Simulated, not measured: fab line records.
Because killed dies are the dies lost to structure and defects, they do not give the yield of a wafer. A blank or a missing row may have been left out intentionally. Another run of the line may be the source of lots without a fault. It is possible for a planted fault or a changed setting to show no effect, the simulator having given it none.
A struck lot beside a sound one || flow berkeley_cmos170 || 44 steps out of a route of 331
Sound: wafers L967.3, L967.4, L967.6. Wafers L973.1, L973.4, L973.6 were the ones struck. Last of all comes the cause.
Each step with rows lists, per side, the tool, then ch with its chambers, then its first start. Under that, the readings that differ: sound wafers || struck wafers || difference of the means || sigmas: that difference in standard deviations of wafers without a fault.
alike: readings with means less than 2 such deviations apart, plus words and numbers identical on both sides. not compared: withheld readings, readings lacking a value on some wafer, bounds such as >300 that could conceal the same value, and numbers that have no deviation in the record and whose values overlap.
The two part at a step that has a row with sigmas, a row that says differs or no value, or rows on one side only. Non-overlapping numbers with no deviation appear without sigmas and do not part them. A reading that every wafer of one side lacks parts them only if that side has two wafers or more.

first, 7 steps without rows for these wafers: UCB170_ACTIVE_CLEAN_17 (cleans in SPM, time 600 s); UCB170_PFIELD_HMDS_00 (prime time 60 s); UCB170_PFIELD_COAT_01 (resist thk 900 nm); UCB170_PFIELD_SOFTBAKE_02 (time 60 s); UCB170_PFIELD_EXPOSE_03 (exposes mask PFIELD, target cd 1500 nm); UCB170_PFIELD_PEB_04; UCB170_PFIELD_DEVELOP_05 (develop time 46.34 s).
UCB170_PFIELD_OVL_MEAS_06:
  sound on overlay-01, day 5 17:54; struck on overlay-01, day 7 05:44
  alike: PFIELD_OVL
then, 1 step without rows for these wafers: UCB170_PFIELD_IMPLANT_07.
UCB170_PFIELD_STRIP_08: strips in O2.
  sound on plasma_asher-03 ch 0,1, day 5 18:08; struck on plasma_asher-02 ch 0,1, day 7 05:56
{"reading": "drypump_motor_current_A (A)", "sound": "5.2 4.8 4.8", "struck": "6.5 6.5 5.7", "difference": "+1.3", "sigmas": "+2"}
  alike: oes_product_au, strip_time_to_endpoint_s
  not compared: rf_hours_counter_h
UCB170_PFIELD_TW_MEAS_09:
  sound on film_metro-04, day 5 18:13; struck on film_metro-02, day 7 06:02
  alike: PFIELD_TW
then, 1 step without rows for these wafers: UCB170_FIELD_CLEAN_00 (cleans in dHF, time 7.5 s).
UCB170_FIELD_OXIDATION_01: target thk 558.3 nm, ox time 7200 s.
  sound on furnace-04 ch 0, day 5 20:49; struck on furnace-01 ch 0, day 7 10:52
{"reading": "spike_tc_centre_C (C)", "sound": "1004.6 1003.5 1000.8", "struck": "1150.9 1150.6 1150.5", "difference": "+147.7", "sigmas": "+99 or more"}
{"reading": "spike_tc_load_C (C)", "sound": "1021 1022 1020", "struck": "1169 1171 1168", "difference": "+148", "sigmas": "+35"}
{"reading": "spike_tc_source_C (C)", "sound": "1024.0 1024.6 1023.2", "struck": "1179.2 1178.9 1178.3", "difference": "+154.9", "sigmas": "+53"}
{"reading": "tube_center_temp_C (C)", "sound": "1000 1000.1 1000", "struck": "1148.7 1148.9 1148.9", "difference": "+148.8", "sigmas": "+99 or more"}
{"reading": "tube_center_temp_C_max", "sound": "1002.6 1003.2 1002.4", "struck": "1151.0 1151.1 1151.6", "difference": "+148.5", "sigmas": "+99 or more"}
{"reading": "zone_power_centre_pct (%)", "sound": "40.1 40.0 39.6", "struck": "51.0 50.8 51.3", "difference": "+11.1", "sigmas": "+7"}
{"reading": "zone_power_load_pct (%)", "sound": "32.2 31.1 31.2", "struck": "54.0 53.4 53.7", "difference": "+22.2", "sigmas": "+8"}
{"reading": "zone_power_source_pct (%)", "sound": "38.1 37.6 37.8", "struck": "44.1 43.2 44.4", "difference": "+6.1", "sigmas": "+2"}
{"reading": "model.SiO2_of_FIELD_OXIDATION_01.thk_nm (nm)", "sound": "553.4 544.5 559.2", "struck": "1055 1054 1061", "difference": "+504", "sigmas": ""}
{"reading": "model.Si3N4_of_ACTIVE_CVD_05.thk_nm (nm)", "sound": "212 210.4 213.2", "struck": "207.1 206.8 205", "difference": -5.6, "sigmas": ""}
UCB170_FIELD_THK_MEAS_02:
  sound on film_metro-02, day 5 23:50; struck on film_metro-01, day 7 13:52
{"reading": "FIELD_OXIDE_THK (nm)", "sound": "553 545 559", "struck": "1056 1053 1061", "difference": "+504", "sigmas": "+42"}
then, 3 steps without rows for these wafers: UCB170_FIELD_ANNEAL_03 (time 1200 s); UCB170_FIELD_WET_ETCH_04 (etches SiO2 in dHF, time 60 s); UCB170_FIELD_WET_ETCH_05 (etches Si3N4 in H3PO4, time 12600 s).
UCB170_FIELD_WET_ETCH_06: etches SiO2 in BOE, time 22 s.
  sound on wet_bench-03 ch 0, day 6 11:02; struck on wet_bench-01 ch 1, day 7 21:07
{"reading": "model.SiO2_of_FIELD_OXIDATION_01.thk_nm (nm)", "sound": "438.5 429.2 443.9", "struck": "939.2 937.8 944.6", "difference": "+503.3", "sigmas": ""}
UCB170_FIELD_THK_MEAS_90:
  sound on film_metro-01, day 6 11:05; struck on film_metro-01, day 7 21:11
{"reading": "FIELD_OXIDE_LEFT_1_THK (nm)", "sound": "438 429 444", "struck": "939 937 945", "difference": "+503", "sigmas": "+39"}
then, 2 steps without rows for these wafers: UCB170_SACOX_CLEAN_00 (cleans in dHF, time 7.5 s); UCB170_SACOX_OXIDATION_01 (target thk 14.4 nm, ox time 2400 s).
UCB170_SACOX_THK_MEAS_02:
  sound on film_metro-03, day 6 17:03; struck on film_metro-04, day 8 04:14
  alike: SACOX_OXIDE_THK
then, 2 steps without rows for these wafers: UCB170_SCREENOX_WET_ETCH_00 (etches SiO2 in dHF, time 200 s); UCB170_SCREENOX_OXIDATION_01 (target thk 14.4 nm, ox time 2400 s).
UCB170_SCREENOX_THK_MEAS_02:
  sound on film_metro-02, day 6 23:58; struck on film_metro-04, day 8 10:14
  alike: SCREENOX_OXIDE_THK
then, 7 steps without rows for these wafers: UCB170_SCREENOX_ANNEAL_03 (time 900 s); UCB170_NVT_HMDS_00 (prime time 60 s); UCB170_NVT_COAT_01 (resist thk 887.7 nm); UCB170_NVT_SOFTBAKE_02 (time 60 s); UCB170_NVT_EXPOSE_03 (exposes mask PWELL, target cd 3000 nm); UCB170_NVT_PEB_04; UCB170_NVT_DEVELOP_05 (develop time 45 s).
UCB170_NVT_OVL_MEAS_06:
  sound on overlay-02, day 7 07:30; struck on overlay-02, day 8 18:44
  alike: NVT_OVL
then, 1 step without rows for these wafers: UCB170_NVT_IMPLANT_07.
UCB170_NVT_STRIP_08: strips in O2.
  sound on plasma_asher-01 ch 0,1, day 7 07:43; struck on plasma_asher-02 ch 0,1, day 8 18:55
  alike: drypump_motor_current_A, oes_product_au, strip_time_to_endpoint_s
  not compared: rf_hours_counter_h
UCB170_NVT_TW_MEAS_09:
  sound on film_metro-03, day 7 07:48; struck on film_metro-04, day 8 19:01
  alike: NVT_TW
then, 6 steps without rows for these wafers: UCB170_NVT_CLEAN_10 (cleans in SPM, time 600 s); UCB170_PVT_HMDS_00 (prime time 60 s); UCB170_PVT_COAT_01 (resist thk 900 nm); UCB170_PVT_SOFTBAKE_02 (time 60 s); UCB170_PVT_EXPOSE_03 (exposes mask NWELL, target cd 3000 nm); UCB170_PVT_PEB_04.
UCB170_FIELD_THK_MEAS_91:
  sound on film_metro-03, day 7 09:25; struck on film_metro-02, day 8 21:20
{"reading": "FIELD_OXIDE_LEFT_2_THK (nm)", "sound": "351 341 356", "struck": "853 849 857", "difference": "+504", "sigmas": "+39"}
-- the record jumps here: 2 days lie between the struck wafers' starts before and after (it left off in module FIELD and takes up again in module M3, whose first step shown is number 331 of the route) --
UCB170_M3_PROBE_99:
  sound on prober-01, day 9 23:01; struck on prober-01, day 11 04:43
{"reading": "model.etest.pplus_sal.width_nm (nm)", "sound": "726.3 741 738.5", "struck": "144.6 115.4 160", "difference": -595.3, "sigmas": ""}
{"reading": "model.etest.nplus_sal.width_nm (nm)", "sound": "729.2 745.4 738.6", "struck": "145.1 115.2 160.4", "difference": -597.5, "sigmas": ""}
{"reading": "model.etest.nmos_narrow.drive_ua_um", "sound": "371.9 376 362.6", "struck": "48.22 50.09 41.52", "difference": -323.56, "sigmas": ""}
{"reading": "model.etest.nmos_0p6.r_on_ohm_um", "sound": "2220 2251 2238", "struck": "2412 2385 2362", "difference": "+150", "sigmas": ""}
{"reading": "model.etest.nmos_0p35.r_on_ohm_um", "sound": "1419 1428 1423", "struck": "1524 1525 1480", "difference": "+86", "sigmas": ""}
{"reading": "model.etest.nmos_turned.drive_ua_um", "sound": "590.2 591.1 587.7", "struck": "552 560.5 563.2", "difference": -31, "sigmas": ""}
{"reading": "model.etest.nmos_0p35.drive_ua_um", "sound": "585.2 584.8 576.6", "struck": "547 555.7 560.7", "difference": -28, "sigmas": ""}
{"reading": "model.etest.nmos_0p6.drive_ua_um", "sound": "432 429.3 430.3", "struck": "401.1 410.2 413.1", "difference": -22.4, "sigmas": ""}

## WHERE THEY PART
At UCB170_PFIELD_STRIP_08 first; at UCB170_FIELD_THK_MEAS_91 last (within this record only).

WHY: what the simulator had put in
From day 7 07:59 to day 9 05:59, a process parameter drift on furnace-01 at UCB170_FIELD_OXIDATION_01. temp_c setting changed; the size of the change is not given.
